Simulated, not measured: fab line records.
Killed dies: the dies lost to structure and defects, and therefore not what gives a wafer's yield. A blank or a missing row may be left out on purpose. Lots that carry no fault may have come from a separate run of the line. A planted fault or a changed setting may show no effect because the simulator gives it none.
Split-lot experiment    flow rit-cmos    23 wafers read from 5 lots, route of 202 steps

== THE SPLIT ==
At RIT_CONTACT_DEVELOP_07 (develop time 120 s), the setting develop-time-s was moved away from the recipe's 120 s on 4 of the 23 wafers read, by +5.2% to +12.2%. The other wafers ran this setting at the recipe's value.

== FROM THE SPLIT TO THE READING: what the file shows between them, 4 steps ==
- RIT_CONTACT_CD_MEAS_08: target cd 1000 nm
- RIT_CONTACT_HARDBAKE_10: time 60 s
- RIT_CONTACT_ETCH_11: etches SiO2 in CHF3/CF4/Ar, stops on TiSi2, target depth 480 nm, time 320 s
- RIT_CONTACT_STRIP_12: strips in O2, time 180 s

== THE READING ==
cd-nm (nm) at RIT_CONTACT_CD_MEAS_90, where the cd target is 1000 nm. A value of 1000.3 nm with a standard deviation of 1.9 nm is what fault-free wafers of this fab line usually give.

wafer   tool, chamber at the split  develop-time-s as run, s  against the recipe  cd-nm, nm  against lot-mates on the recipe
L075.1  litho-track-02, 0           120                       recipe              999.8      -
L075.2  litho-track-02, 0           120                       recipe              1000.2     -
L075.3  litho-track-02, 0           134.6                     +12.2%              1007.9     +8.5
L075.4  litho-track-02, 0           120                       recipe              998.2      -
L075.5  litho-track-02, 0           134.6                     +12.2%              1009.4     +10.0
L076.1  litho-track-03, 0           120                       recipe              1001.6     -
L076.3  litho-track-03, 0           126.3                     +5.2%               1004.4     +3.6
L076.4  litho-track-03, 0           120                       recipe              998.8      -
L076.5  litho-track-03, 0           120                       recipe              1002.0     -
L076.6  litho-track-03, 0           126.3                     +5.2%               1004.2     +3.4
L079.1  litho-track-03, 0           120                       recipe              1001.4     -
L079.3  litho-track-03, 0           120                       recipe              1001.7     -
L079.4  litho-track-03, 0           120                       recipe              1001.5     -
L079.5  litho-track-03, 0           120                       recipe              1001.4     -
L079.6  litho-track-03, 0           120                       recipe              1002.4     -
L080.3  litho-track-02, 0           120                       recipe              999.2      -
L080.4  litho-track-02, 0           120                       recipe              996.9      -
L080.6  litho-track-02, 0           120                       recipe              1000.2     -
L083.1  litho-track-04, 0           120                       recipe              1001.4     -
L083.3  litho-track-04, 0           120                       recipe              999.3      -
L083.4  litho-track-04, 0           120                       recipe              1001.0     -
L083.5  litho-track-04, 0           120                       recipe              1000.7     -
L083.6  litho-track-04, 0           120                       recipe              1000.7     -

THE FIT
A straight line over all 23 wafers: cd-nm changes by +0.683 nm for each +1% of develop-time-s; r = +0.89; the points scatter about the line by 1.4 nm.
The same after taking each lot's own level away (the mean of its wafers on the recipe; 23 wafers): +0.748 nm for each +1%; r = +0.95; scatter 0.95 nm.
According to that fit, moving develop-time-s by its largest amount changes the reading by 9.1 nm.
Measured against the standard deviation above, the lots' own levels, which go from 998.77 to 1001.68 nm, span 1.5 times it.
The two slopes agree, so the slope changes little with the lot-to-lot level.
Check: for one of the wafers moved furthest among these (+12.2%), held out of the fit, the line's prediction against its lot-mates is +9.5 nm. It came out at +8.5 nm against them.

== FURTHER SPLITS ON THESE WAFERS ==
Note: prior to the reading, these wafers also went through further splits. Each is held against what the fit with the lots' levels taken away leaves over:
other split on the same wafers      wafers away from the commonest value  r with cd-nm (lot level and that fit taken away)
RIT_GATE_DEVELOP_15 develop-time-s  10                                    -0.10
RIT_NLDD_IMPLANT_08 energy-kev      8                                     +0.24
RIT_PLDD_HARDBAKE_07 temp-c         10                                    +0.04
RIT_NSD_COAT_01 spin-rpm            7                                     -0.01
RIT_NSD_IMPLANT_08 energy-kev       11                                    -0.02
RIT_PSD_IMPLANT_08 dose-cm2         8                                     +0.17
RIT_SILICIDE_SPUTTER_01 time-s      4                                     +0.02
RIT_CONTACT_CVD_00 time-s           8                                     +0.09

== THE WHOLE CHAIN: every reading that the file lists as answering this split, in the file's order ==
step                    what it does                                                                 reading                                                         change (the file's fit)                r (the file's)
RIT_CONTACT_CD_MEAS_08  target cd 1000 nm                                                            cd-nm                                                           +0.784 nm for each +1% of the setting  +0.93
RIT_CONTACT_ETCH_11     etches SiO2 in CHF3/CF4/Ar, stops on TiSi2, target depth 480 nm, time 320 s  CONTACT.cd-nm (the simulator's own value, which no gauge read)  +0.774 nm for each +1% of the setting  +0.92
RIT_CONTACT_CD_MEAS_90  target cd 1000 nm                                                            cd-nm                                                           +0.746 nm for each +1% of the setting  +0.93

== FILE'S OWN FIT ==
cd-nm changes by +0.746 nm for each +1% of develop-time-s, r = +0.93.
